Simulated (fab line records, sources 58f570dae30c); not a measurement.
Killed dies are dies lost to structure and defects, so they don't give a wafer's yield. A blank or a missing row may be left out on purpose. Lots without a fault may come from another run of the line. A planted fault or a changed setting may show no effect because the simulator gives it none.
Which tool did it? | flow berkeley_cmos170 | 14 lots, 42 wafers sampled, at 5 steps of a route of 331

WHAT THE GAUGES READ, wafer by wafer
UCB170_V2_THK_MEAS_01.
lot  | measured     | on            | V2_TEOS_THK (nm)
L532 | day 7 22:16  | film_metro-02 | 1993 1961 2035
L535 | day 7 22:34  | film_metro-01 | 1969 2014 2027
L531 | day 7 22:49  | film_metro-04 | 1968 1973 2022
L534 | day 7 22:56  | film_metro-02 | 2017 2036 2036
L533 | day 7 23:10  | film_metro-02 | 1981 1976 2027
L536 | day 8 11:37  | film_metro-01 | 2003 2062 2040
L537 | day 9 01:22  | film_metro-01 | 1959 1970 2014
L546 | day 10 14:53 | film_metro-04 | 2200 1993 2235
L547 | day 10 22:31 | film_metro-01 | 2019 2022 2046
L543 | day 10 22:57 | film_metro-04 | 2199 1945 2223
L549 | day 11 07:40 | film_metro-01 | 2001 2005 2048
L552 | day 11 12:46 | film_metro-02 | 1962 1984 2000
L553 | day 12 11:22 | film_metro-04 | 1998 1971 2008
L554 | day 12 23:13 | film_metro-02 | 1981 2040 2017

UCB170_V2_CD_MEAS_90: target cd 700 nm.
lot  | measured     | on        | cd_nm (nm)
L532 | day 8 00:39  | cd_sem-02 | 700.6 701.6 700.4
L535 | day 8 01:29  | cd_sem-02 | 700.7 699.8 699.3
L531 | day 8 02:03  | cd_sem-02 | 699.9 699.8 700.6
L534 | day 8 02:20  | cd_sem-01 | 699.8 699.1 699.6
L533 | day 8 03:01  | cd_sem-02 | 697.6 696.8 697.2
L536 | day 8 13:50  | cd_sem-01 | 700.4 701.4 700.6
L537 | day 9 03:22  | cd_sem-01 | 698.9 698.3 698.2
L546 | day 10 18:38 | cd_sem-02 | 698.8 697.7 699.0
L547 | day 11 00:53 | cd_sem-02 | 700.4 698.6 701.4
L543 | day 11 01:08 | cd_sem-02 | 697.5 699.0 699.4
L549 | day 11 09:57 | cd_sem-02 | 698.9 698.3 698.9
L552 | day 11 18:20 | cd_sem-01 | 699.3 699.3 699.9
L553 | day 12 13:31 | cd_sem-01 | 699.8 697.5 700.1
L554 | day 13 01:45 | cd_sem-02 | 700.3 699.4 700.2

UCB170_M3_OVL_MEAS_16.
lot  | measured     | on         | M3_OVL (nm)
L532 | day 8 05:26  | overlay-02 | 1 0 1
L535 | day 8 07:31  | overlay-02 | -6 -6 -5
L531 | day 8 07:47  | overlay-01 | -8 -9 -11
L534 | day 8 07:50  | overlay-02 | -9 -11 -6
L533 | day 8 08:03  | overlay-01 | -3 5 2
L536 | day 8 16:04  | overlay-01 | -6 -9 -9
L537 | day 9 06:02  | overlay-01 | -16 -13 -17
L546 | day 10 22:26 | overlay-02 | 4 1 2
L547 | day 11 03:01 | overlay-01 | -6 -1 2
L543 | day 11 03:25 | overlay-01 | -4 -8 -13
L549 | day 11 13:24 | overlay-02 | 6 1 -3
L552 | day 11 20:28 | overlay-02 | -4 -7 -8
L553 | day 12 16:01 | overlay-02 | 5 -1 3
L554 | day 13 04:05 | overlay-02 | 6 7 -3

WHICH TOOL RAN EACH LOT (tool, then ch and the chambers of the sampled wafers, then the start)
lot  | UCB170_V2_CVD_00                | UCB170_V2_STRIP_15
L532 | pecvd-02 ch 1,2, day 7 22:06    | plasma_asher-04 ch 0,1, day 8 00:33
L535 | pecvd-04 ch 0,1,2, day 7 22:25  | plasma_asher-01 ch 0,1, day 8 01:23
L531 | pecvd-02 ch 1,2, day 7 22:39    | plasma_asher-04 ch 0,1, day 8 01:56
L534 | pecvd-04 ch 0,1, day 7 22:47    | plasma_asher-01 ch 0,1, day 8 02:13
L533 | pecvd-02 ch 0,1, day 7 23:01    | plasma_asher-04 ch 0,1, day 8 02:55
L536 | pecvd-02 ch 0,1, day 8 11:27    | plasma_asher-04 ch 0,1, day 8 13:43
L537 | pecvd-04 ch 1,2, day 9 01:07    | plasma_asher-01 ch 0,1, day 9 03:16
L546 | pecvd-01 ch 0,1, day 10 14:44   | plasma_asher-01 ch 0,1, day 10 18:31
L547 | pecvd-04 ch 0,1, day 10 22:21   | plasma_asher-04 ch 0,1, day 11 00:46
L543 | pecvd-01 ch 0,1, day 10 22:48   | plasma_asher-03 ch 0,1, day 11 01:02
L549 | pecvd-02 ch 1,2, day 11 07:31   | plasma_asher-01 ch 0, day 11 09:50
L552 | pecvd-02 ch 0,2, day 11 12:37   | plasma_asher-01 ch 0,1, day 11 18:13
L553 | pecvd-02 ch 1,2, day 12 11:08   | plasma_asher-01 ch 0,1, day 12 13:25
L554 | pecvd-04 ch 0,1,2, day 12 23:03 | plasma_asher-03 ch 0,1, day 13 01:36
- UCB170_V2_CVD_00: deposits SiO2 from TEOS/O2, target thk 2000 nm, time 250 s.
- UCB170_V2_STRIP_15: strips in O2.

WHAT THE TOOLS THEMSELVES READ (means of the sampled wafers that have a number; where no wafer has one, the mark that the record gives instead)
UCB170_V2_CVD_00.
lot  | tool     | heater_power_w (W) | pressure_mtorr (mTorr) | rf_fwd_power_W (W)
L532 | pecvd-02 | 254                | 9016                   | 548.9
L535 | pecvd-04 | 271                | 8995                   | 548.3
L531 | pecvd-02 | 284                | 9000                   | 547.2
L534 | pecvd-04 | 258                | 8999                   | 548.8
L533 | pecvd-02 | 249                | 9008                   | 548.7
L536 | pecvd-02 | 264                | 9013                   | 547.8
L537 | pecvd-04 | 309                | 9007                   | 550.5
L546 | pecvd-01 | 272                | 8988                   | 693.0
L547 | pecvd-04 | 236                | 8992                   | 550.3
L543 | pecvd-01 | 271                | 9011                   | 693.1
L549 | pecvd-02 | 282                | 8999                   | 547.7
L552 | pecvd-02 | 228                | 8979                   | 548.7
L553 | pecvd-02 | 273                | 9006                   | 547.1
L554 | pecvd-04 | 264                | 8987                   | 546.8

UCB170_V2_STRIP_15.
lot  | tool            | drypump_motor_current_A (A) | oes_product_au (a.u.) | strip_time_to_endpoint_s (s)
L532 | plasma_asher-04 | 6.10                        | 0.718                 | 15.22
L535 | plasma_asher-01 | 6.06                        | 0.722                 | 15.38
L531 | plasma_asher-04 | 6.20                        | 0.718                 | 15.48
L534 | plasma_asher-01 | 6.05                        | 0.719                 | 15.17
L533 | plasma_asher-04 | 6.21                        | 0.721                 | 15.36
L536 | plasma_asher-04 | 6.12                        | 0.722                 | 15.21
L537 | plasma_asher-01 | 6.04                        | 0.723                 | 15.42
L546 | plasma_asher-01 | 6.17                        | 0.723                 | 15.36
L547 | plasma_asher-04 | 6.11                        | 0.721                 | 15.35
L543 | plasma_asher-03 | 5.50                        | 0.720                 | 15.40
L549 | plasma_asher-01 | 6.30                        | 0.721                 | 15.24
L552 | plasma_asher-01 | 6.04                        | 0.721                 | 15.27
L553 | plasma_asher-01 | 6.15                        | 0.723                 | 15.36
L554 | plasma_asher-03 | 5.50                        | 0.724                 | 15.40

THE ANSWER, worked out from the rows above alone
Rule: what is usual is taken from the lots themselves. Put in order of their means at a reading, lots are off if they are a third of the lots or fewer, leave a main group of 4 or more, and stand apart from it by a gap of 3 or more times the standard deviation of the main group's means; of several such gaps the widest counts. A main group whose means are all the same, to the digits that the tables above print for the reading, isn't used. A lot without any number at a reading at which 4 lots or more have one is off too. The other lots that the step has rows for count as sound. The gauges are gone through in route order, then the tools' own readings, and for those a lot's mean is taken as printed above. The first step at which some lot is off is used, and at that step the reading that is off furthest; a lot without a number counts as furthest.
Off: L546, L543, at UCB170_V2_THK_MEAS_01 (V2_TEOS_THK). The main group: mean 2005 nm, standard deviation 18.
A tool fits if, at a process step before that reading, it ran every lot that is off, and no sound lot after the first of them. The gauges at UCB170_V2_THK_MEAS_01 aren't tried: what is off there is off at UCB170_V2_CVD_00 too, on other tools, and a gauge's error can't cause that. One fits: pecvd-01 at UCB170_V2_CVD_00. It ran no sound lot before its first lot that is off in this sample, so the start can't be narrowed down.
The tool's own readings at UCB170_V2_CVD_00 bear it out: on the lots that are off they differ by more than 5 times the standard deviation of the sound lots' means. rf_fwd_power_W reads 693.0 W there against 548.4 W on the sound lots.

WHAT THE SIMULATOR HAD PUT IN
Process parameter drift: pecvd-01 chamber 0, from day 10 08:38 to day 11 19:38, at UCB170_V2_CVD_00. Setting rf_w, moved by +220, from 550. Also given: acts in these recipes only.
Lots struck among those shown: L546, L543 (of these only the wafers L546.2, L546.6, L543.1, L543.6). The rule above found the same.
